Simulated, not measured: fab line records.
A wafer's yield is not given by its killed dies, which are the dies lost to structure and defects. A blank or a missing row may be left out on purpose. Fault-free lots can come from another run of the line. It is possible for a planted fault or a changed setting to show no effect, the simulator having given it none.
Check of tool commonality :: flow ritCmos :: Sample size 14 lots and 42 wafers

== WHAT PROMPTED THE OPENING ==
2 of 14 lots carry a flag on the reading SPACER_NITRIDE_THK at RIT_SPACER_THK_MEAS_04. Fault-free wafers read 250.3 nm, with a standard deviation of 2.4.
Rule: a lot is flagged when every wafer of it that has a number lies more than 4 standard deviations from that mean, or none has a number. The other lots count as sound.

lot: L646
measured: day 2 21:37
on: filmMetro-01
SPACER_NITRIDE_THK (nm), wafer by wafer: 248.7 248.8 248.3
flag: 

lot: L647
measured: day 3 04:04
on: filmMetro-03
SPACER_NITRIDE_THK (nm), wafer by wafer: 250.2 252.6 251.5
flag: 

lot: L648
measured: day 3 12:06
on: filmMetro-01
SPACER_NITRIDE_THK (nm), wafer by wafer: 249.3 247.9 250.3
flag: 

lot: L649
measured: day 3 14:28
on: filmMetro-01
SPACER_NITRIDE_THK (nm), wafer by wafer: 255.6 256.5 254.7
flag: 

lot: L650
measured: day 3 18:28
on: filmMetro-03
SPACER_NITRIDE_THK (nm), wafer by wafer: 252.5 250.2 252.9
flag: 

lot: L651
measured: day 3 23:40
on: filmMetro-04
SPACER_NITRIDE_THK (nm), wafer by wafer: 246.8 249.1 248.4
flag: 

lot: L652
measured: day 4 06:00
on: filmMetro-04
SPACER_NITRIDE_THK (nm), wafer by wafer: 250.9 249.3 251.8
flag: 

lot: L653
measured: day 4 14:02
on: filmMetro-03
SPACER_NITRIDE_THK (nm), wafer by wafer: 246.1 247.6 247.1
flag: 

lot: L654
measured: day 4 15:58
on: filmMetro-03
SPACER_NITRIDE_THK (nm), wafer by wafer: 250.5 249.6 250.4
flag: 

lot: L655
measured: day 4 19:17
on: filmMetro-04
SPACER_NITRIDE_THK (nm), wafer by wafer: 253.5 253.2 253.4
flag: 

lot: L656
measured: day 5 00:32
on: filmMetro-04
SPACER_NITRIDE_THK (nm), wafer by wafer: 249.4 249.0 249.8
flag: 

lot: L660
measured: day 5 22:42
on: filmMetro-01
SPACER_NITRIDE_THK (nm), wafer by wafer: 215.7 215.0 216.6
flag: FLAGGED

lot: L661
measured: day 6 03:11
on: filmMetro-04
SPACER_NITRIDE_THK (nm), wafer by wafer: 254.6 254.8 252.2
flag: 

lot: L662
measured: day 6 11:31
on: filmMetro-01
SPACER_NITRIDE_THK (nm), wafer by wafer: 213.9 214.7 215.0
flag: FLAGGED
Average over the flagged lots: 215.2 nm; offset from the usual -35.2 nm, equal to -15 standard deviations.

== WHICH TOOL EACH LOT WENT THROUGH ==
Before the reading, the record contains 2 process steps out of a 202-step route. Cell contents, in order: the tool; ch with the chambers the sampled wafers went through; the start.
lot: L646
flag: 
RIT_PLDD_STRIP_09: plasmaAsher-01 ch 0,1, day 2 18:55
RIT_SPACER_CVD_03: lpcvd-02 ch 1, day 2 19:43

lot: L647
flag: 
RIT_PLDD_STRIP_09: plasmaAsher-03 ch 0,1, day 3 01:01
RIT_SPACER_CVD_03: lpcvd-01 ch 1, day 3 02:08

lot: L648
flag: 
RIT_PLDD_STRIP_09: plasmaAsher-03 ch 0,1, day 3 09:34
RIT_SPACER_CVD_03: lpcvd-01 ch 1, day 3 10:11

lot: L649
flag: 
RIT_PLDD_STRIP_09: plasmaAsher-02 ch 0,1, day 3 11:45
RIT_SPACER_CVD_03: lpcvd-01 ch 0, day 3 12:34

lot: L650
flag: 
RIT_PLDD_STRIP_09: plasmaAsher-03 ch 0,1, day 3 15:56
RIT_SPACER_CVD_03: lpcvd-01 ch 0, day 3 16:32

lot: L651
flag: 
RIT_PLDD_STRIP_09: plasmaAsher-02 ch 0,1, day 3 21:09
RIT_SPACER_CVD_03: lpcvd-02 ch 0, day 3 21:45

lot: L652
flag: 
RIT_PLDD_STRIP_09: plasmaAsher-03 ch 0,1, day 4 02:05
RIT_SPACER_CVD_03: lpcvd-01 ch 1, day 4 03:06

lot: L653
flag: 
RIT_PLDD_STRIP_09: plasmaAsher-02 ch 0,1, day 4 11:18
RIT_SPACER_CVD_03: lpcvd-01 ch 0, day 4 12:07

lot: L654
flag: 
RIT_PLDD_STRIP_09: plasmaAsher-03 ch 0,1, day 4 13:04
RIT_SPACER_CVD_03: lpcvd-01 ch 0, day 4 14:02

lot: L655
flag: 
RIT_PLDD_STRIP_09: plasmaAsher-03 ch 0,1, day 4 16:33
RIT_SPACER_CVD_03: lpcvd-01 ch 1, day 4 17:22

lot: L656
flag: 
RIT_PLDD_STRIP_09: plasmaAsher-03 ch 0,1, day 4 21:50
RIT_SPACER_CVD_03: lpcvd-02 ch 1, day 4 22:37

lot: L660
flag: FLAGGED
RIT_PLDD_STRIP_09: plasmaAsher-03 ch 0,1, day 5 20:00
RIT_SPACER_CVD_03: lpcvd-02 ch 1, day 5 20:46

lot: L661
flag: 
RIT_PLDD_STRIP_09: plasmaAsher-03 ch 0,1, day 6 00:40
RIT_SPACER_CVD_03: lpcvd-01 ch 1, day 6 01:16

lot: L662
flag: FLAGGED
RIT_PLDD_STRIP_09: plasmaAsher-03 ch 0,1, day 6 08:48
RIT_SPACER_CVD_03: lpcvd-02 ch 0, day 6 09:36
These steps, and what they do:
- RIT_PLDD_STRIP_09: strips in O2, time 180 s.
- RIT_SPACER_CVD_03: deposits Si3N4 from SiH2Cl2/NH3, target thk 250 nm, time 3300 s.
- RIT_SPACER_THK_MEAS_04

== FLAGGED OVER TOTAL, TOOL BY TOOL (the gauges that took the reading come last) ==
step: RIT_PLDD_STRIP_09
tool: plasmaAsher-01
lots run: 1
flagged: 0
share of the flagged lots: none
sound lots run after its first flagged lot: -

step: RIT_PLDD_STRIP_09
tool: plasmaAsher-02
lots run: 3
flagged: 0
share of the flagged lots: none
sound lots run after its first flagged lot: -

step: RIT_PLDD_STRIP_09
tool: plasmaAsher-03
lots run: 10
flagged: 2
share of the flagged lots: all
sound lots run after its first flagged lot: 1 (L661)

step: RIT_SPACER_CVD_03
tool: lpcvd-01
lots run: 9
flagged: 0
share of the flagged lots: none
sound lots run after its first flagged lot: -

step: RIT_SPACER_CVD_03
tool: lpcvd-02
lots run: 5
flagged: 2
share of the flagged lots: all
sound lots run after its first flagged lot: 0

step: RIT_SPACER_THK_MEAS_04
tool: filmMetro-01
lots run: 5
flagged: 2
share of the flagged lots: all
sound lots run after its first flagged lot: 0

step: RIT_SPACER_THK_MEAS_04
tool: filmMetro-03
lots run: 4
flagged: 0
share of the flagged lots: none
sound lots run after its first flagged lot: -

step: RIT_SPACER_THK_MEAS_04
tool: filmMetro-04
lots run: 5
flagged: 0
share of the flagged lots: none
sound lots run after its first flagged lot: -

== WHAT THE TABLE ALLOWS ==
3 rows of the table ran every flagged lot: plasmaAsher-03 at RIT_PLDD_STRIP_09, lpcvd-02 at RIT_SPACER_CVD_03, filmMetro-01 at RIT_SPACER_THK_MEAS_04.
- plasmaAsher-03 at RIT_PLDD_STRIP_09 ran 10 lots, 2 of them flagged. Sound lots followed the first flagged one (L661) on it, something a lasting fault affecting the whole tool could not allow.
- lpcvd-02 at RIT_SPACER_CVD_03 ran 5 lots, 2 of them flagged. Last sound lot L656 at day 4 22:37, first flagged lot L660 at day 5 20:46; a fault beginning in between fits.
- filmMetro-01 at RIT_SPACER_THK_MEAS_04 ran 5 lots, 2 of them flagged. Last sound lot L649 at day 3 14:28, first flagged lot L660 at day 5 22:42; a fault beginning in between fits.
Counting lots can't tell these 2 tools apart, because each fits a fault that began at some hour. More lots, or a look at what each step does to the wafer, might.

== WHAT HAD BEEN PUT IN BY THE SIMULATOR ==
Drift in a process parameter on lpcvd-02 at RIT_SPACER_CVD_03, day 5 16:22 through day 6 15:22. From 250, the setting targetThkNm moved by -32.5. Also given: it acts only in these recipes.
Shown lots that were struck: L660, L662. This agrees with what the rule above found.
